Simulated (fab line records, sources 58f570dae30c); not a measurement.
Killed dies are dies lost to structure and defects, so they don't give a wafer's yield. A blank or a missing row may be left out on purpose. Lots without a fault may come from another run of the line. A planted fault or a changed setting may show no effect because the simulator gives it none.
Problem report in the 8D (eight disciplines) form, filled by code | flow berkeley_cmos170 | the parts of the form that need people (team, actions taken, sign-off) are left out

1. THE PROBLEM
tube_center_temp_C at UCB170_PWELL_ANNEAL_04 reads a mean of 1141 C on 6 wafers of 2 lots; wafers without a fault read 1000 C with a standard deviation of 0.093. That is +99 or more standard deviations from the usual mean.
The step: time 900 s.
First seen on wafer L476.2, day 7 01:02, on furnace-03. The record holds 42 wafers of 14 lots with a number at this step. Rule for "out", or "out of limits": more than 4 standard deviations from the usual mean. The other wafers with a number count as sound.

2. WHAT IT IS AND WHAT IT IS NOT
question                    | is                                                                                                                     | is not
which readings at this step | tube_center_temp_C, spike_tc_centre_C, spike_tc_load_C, spike_tc_source_C, tube_center_temp_C_max, zone_power_load_pct | -
which lots                  | L476, L477                                                                                                             | L456, L457, L458, L460, L461, L462, L463, L464, L465, L466, L468, L473
which wafers of those lots  | all that have a number                                                                                                 | -
read on which tools         | furnace-03                                                                                                             | furnace-02, furnace-04
when                        | from day 7 01:02                                                                                                       | up to then (36 sound wafers)

3. SUSPECTS, AND WHAT RULES EACH OUT
Counting: a tool at a process step up to the reading stays a suspect if it ran every lot that is out and no sound lot after the first of them.
- furnace-03 at UCB170_PWELL_ANNEAL_04 (time 900 s): kept. It ran every lot that is out, first L476 (day 7 01:02), and no sound lot after that; its last sound lot up to then is L473 (day 6 03:05). Its own readings are out on those wafers: spike_tc_centre_C, spike_tc_load_C, spike_tc_source_C, tube_center_temp_C, tube_center_temp_C_max, zone_power_load_pct.
Left after counting: furnace-03 at UCB170_PWELL_ANNEAL_04.

4. THE CAUSE (what the simulator had put in)
Process parameter drift: furnace-03, from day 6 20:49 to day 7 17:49, at UCB170_PWELL_ANNEAL_04. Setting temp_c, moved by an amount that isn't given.
Counting left only this tool.

5. THE CHAIN OF EFFECTS, in route order
Each row: a reading whose mean over the struck wafers that have a number lies more than 3 standard deviations from the usual. Only readings for which the record gives a usual standard deviation are gone through. hours: the time from each lot's start at the first step in this table that gives one to its start at this step, as a median over the lots. sigmas: the change in usual standard deviations.
hours | step                   | reading                | usual    | on struck wafers | change | sigmas
0     | UCB170_PWELL_ANNEAL_04 | spike_tc_centre_C      | 1002.8 C | 1143.9           | +141.1 | +99 or more
0     | UCB170_PWELL_ANNEAL_04 | spike_tc_load_C        | 1026.1 C | 1169.5           | +143.4 | +80
0     | UCB170_PWELL_ANNEAL_04 | spike_tc_source_C      | 1024 C   | 1166             | +142   | +44
0     | UCB170_PWELL_ANNEAL_04 | tube_center_temp_C     | 1000 C   | 1141             | +141   | +99 or more
0     | UCB170_PWELL_ANNEAL_04 | tube_center_temp_C_max | 1002.6   | 1143.6           | +141.0 | +99 or more
0     | UCB170_PWELL_ANNEAL_04 | zone_power_load_pct    | 34.8 %   | 49.3             | +14.5  | +4.8
The process steps in it:
- UCB170_PWELL_ANNEAL_04: time 900 s.

6. WHAT WOULD HAVE CAUGHT IT SOONER
In this record the first reading out of limits was taken at day 7 01:02, 4 hours after the fault began at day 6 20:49.
